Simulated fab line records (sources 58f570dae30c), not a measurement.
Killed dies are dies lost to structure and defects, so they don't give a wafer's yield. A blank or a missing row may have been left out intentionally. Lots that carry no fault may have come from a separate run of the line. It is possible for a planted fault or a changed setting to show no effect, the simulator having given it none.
Check of tool commonality | flow berkeleyCmos170 | 14 lots and 42 wafers in the sample

== REASON IT WAS OPENED ==
At UCB170_ACTIVE_THK_MEAS_06 the reading ACTIVE_NITRIDE_THK is flagged on 2 of 14 lots. Fault-free wafers read 219.5 nm, with a standard deviation of 1.5.
Rule: a lot is flagged when every wafer of it that has a number lies more than 4 standard deviations from that mean, or none has a number. All remaining lots are regarded as sound.

lot  | measured    | on           | ACTIVE_NITRIDE_THK (nm), wafer by wafer | flag
L613 | day 4 01:18 | filmMetro-04 | 220.2 219.9 220.8                       | 
L614 | day 4 11:33 | filmMetro-02 | 219.8 219.0 219.2                       | 
L615 | day 4 22:31 | filmMetro-04 | 219.2 216.8 218.1                       | 
L619 | day 5 17:09 | filmMetro-04 | 221.3 220.8 223.3                       | 
L620 | day 5 17:09 | filmMetro-02 | 218.6 218.4 220.2                       | 
L626 | day 6 20:14 | filmMetro-01 | 220.2 220.5 219.5                       | 
L628 | day 7 04:24 | filmMetro-04 | 301.9 300.0 300.1                       | FLAGGED
L627 | day 7 04:25 | filmMetro-02 | 300.3 298.4 298.5                       | FLAGGED
L629 | day 7 10:16 | filmMetro-04 | 218.5 220.3 219.0                       | 
L631 | day 7 13:35 | filmMetro-02 | 221.7 220.4 219.7                       | 
L632 | day 8 08:31 | filmMetro-01 | 220.9 222.4 220.3                       | 
L634 | day 8 08:31 | filmMetro-04 | 217.7 217.9 216.5                       | 
L633 | day 8 08:32 | filmMetro-02 | 220.1 219.7 219.6                       | 
L635 | day 8 20:47 | filmMetro-04 | 219.2 220.1 218.8                       | 
The mean of the flagged lots' numbers is 299.9 nm, +80.4 nm from the usual (+54 standard deviations).

== WHICH TOOL EACH LOT WENT THROUGH ==
The record keeps 1 process step preceding the reading, out of 331 steps on the route. Each cell gives the tool, then ch followed by the chambers the sampled wafers passed through, then the start.
lot  | flag    | UCB170_ACTIVE_CVD_05
L613 |         | lpcvd-02 ch 0, day 3 23:22
L614 |         | lpcvd-01 ch 0, day 4 09:37
L615 |         | lpcvd-01 ch 0, day 4 20:35
L619 |         | lpcvd-02 ch 0, day 5 15:13
L620 |         | lpcvd-02 ch 1, day 5 15:13
L626 |         | lpcvd-01 ch 0, day 6 18:17
L628 | FLAGGED | lpcvd-02 ch 1, day 7 02:29
L627 | FLAGGED | lpcvd-02 ch 1, day 7 02:29
L629 |         | lpcvd-02 ch 0, day 7 08:19
L631 |         | lpcvd-02 ch 0, day 7 11:40
L632 |         | lpcvd-01 ch 0, day 8 06:35
L634 |         | lpcvd-01 ch 1, day 8 06:35
L633 |         | lpcvd-01 ch 1, day 8 06:35
L635 |         | lpcvd-01 ch 1, day 8 18:50
What the steps here do:
- UCB170_ACTIVE_CVD_05: deposits Si3N4 from SiH2Cl2/NH3, target thk 220 nm, time 3300 s.
- UCB170_ACTIVE_THK_MEAS_06

== FLAGGED AGAINST TOTAL, ONE TOOL AT A TIME (gauges that did the reading follow at the end) ==
step                      | tool         | lots run | flagged | share of the flagged lots | sound lots run after its first flagged lot
UCB170_ACTIVE_CVD_05      | lpcvd-01     | 7        | 0       | none                      | -
UCB170_ACTIVE_CVD_05      | lpcvd-02     | 7        | 2       | all                       | 2 (L629,L631)
UCB170_ACTIVE_THK_MEAS_06 | filmMetro-01 | 2        | 0       | none                      | -
UCB170_ACTIVE_THK_MEAS_06 | filmMetro-02 | 5        | 1       | some                      | 2 (L631,L633)
UCB170_ACTIVE_THK_MEAS_06 | filmMetro-04 | 7        | 1       | some                      | 3 (L629,L634,L635)

== THE TABLE: WHAT IT ALLOWS ==
1 row of the table ran every flagged lot: lpcvd-02 at UCB170_ACTIVE_CVD_05.
- lpcvd-02 at UCB170_ACTIVE_CVD_05: 2 of its 7 lots flagged. Sound lots ran on it after the first flagged one (L629, L631), which a lasting fault on the whole tool wouldn't allow. Its own readings lie more than 4 standard deviations out on every wafer of the flagged lots: spikeTcCentreC, spikeTcLoadC, spikeTcSourceC, susceptorTempC.
None of the table's rows ran every flagged lot and, after the first, no sound lot.

== WHAT HAD BEEN PUT IN BY THE SIMULATOR ==
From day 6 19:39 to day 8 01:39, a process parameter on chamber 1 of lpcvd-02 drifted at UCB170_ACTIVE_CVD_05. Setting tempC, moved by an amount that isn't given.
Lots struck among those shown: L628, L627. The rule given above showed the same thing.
